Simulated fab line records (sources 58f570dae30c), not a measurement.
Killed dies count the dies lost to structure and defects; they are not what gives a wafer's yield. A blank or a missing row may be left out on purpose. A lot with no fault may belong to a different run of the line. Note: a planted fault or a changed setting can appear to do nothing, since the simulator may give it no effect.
Which tool was responsible? -- flow berkeleyCmos170 -- 7 lots, 21 wafers sampled, at 3 steps of a route of 331

WHAT EACH GAUGE READ, for each wafer
UCB170_WELLDRIVE_THK_MEAS_02.
lot,measured,on,WELLDRIVE_OXIDE_THK (nm)
L232,day 3 19:30,filmMetro-01,200 201 200
L234,day 4 06:19,filmMetro-03,196 196 196
L237,day 4 16:59,filmMetro-01,197 201 200
L243,day 6 02:20,filmMetro-02,197 200 202
L247,day 7 00:32,filmMetro-02,195 197 198
L248,day 7 05:08,filmMetro-02,194 193 192
L252,day 8 05:00,filmMetro-01,203 202 202

TOOL THAT RAN EACH LOT (tool first, then ch and the chambers of the sampled wafers, then the start)
lot,UCB170_PWELL_ETCH_14,UCB170_PWELL_STRIP_16
L232,"rieDiel-01 ch 2,3, day 3 04:49","plasmaAsher-01 ch 0,1, day 3 05:04"
L234,"rieDiel-04 ch 0,1,2, day 3 18:31","plasmaAsher-01 ch 0,1, day 3 18:46"
L237,"rieDiel-04 ch 0,1,2, day 4 04:59","plasmaAsher-02 ch 0,1, day 4 05:16"
L243,"rieDiel-04 ch 0,1,3, day 5 14:02","plasmaAsher-03 ch 0,1, day 5 14:17"
L247,"rieDiel-03 ch 0,2, day 6 11:55","plasmaAsher-01 ch 0,1, day 6 12:10"
L248,"rieDiel-04 ch 0,2,3, day 6 16:55","plasmaAsher-03 ch 0,1, day 6 17:10"
L252,"rieDiel-01 ch 0,2,3, day 7 14:53","plasmaAsher-01 ch 0,1, day 7 15:08"
- UCB170_PWELL_ETCH_14: etches Si3N4 in CH3F/Ar/O2, stops on SiO2, target depth 242 nm, time 151 s.
- UCB170_PWELL_STRIP_16: strips in O2.

THE ANSWER, worked out from the rows above alone
Rule: the usual values come from the lots themselves. Put in order of their means at a reading, lots are off if they are a third of the lots or fewer, leave a main group of 4 or more, and stand apart from it by a gap of 3 or more times the standard deviation of the main group's means; of several such gaps the widest counts. A main group is skipped when, at the precision printed for the reading in the tables above, its means are all equal. A lot without any number at a reading at which 4 lots or more have one is off too. Any other lot the step has rows for is counted as sound.
Across all readings shown, no lot is off: no conclusion can be drawn from this.

WHAT THE SIMULATOR HAD PUT IN
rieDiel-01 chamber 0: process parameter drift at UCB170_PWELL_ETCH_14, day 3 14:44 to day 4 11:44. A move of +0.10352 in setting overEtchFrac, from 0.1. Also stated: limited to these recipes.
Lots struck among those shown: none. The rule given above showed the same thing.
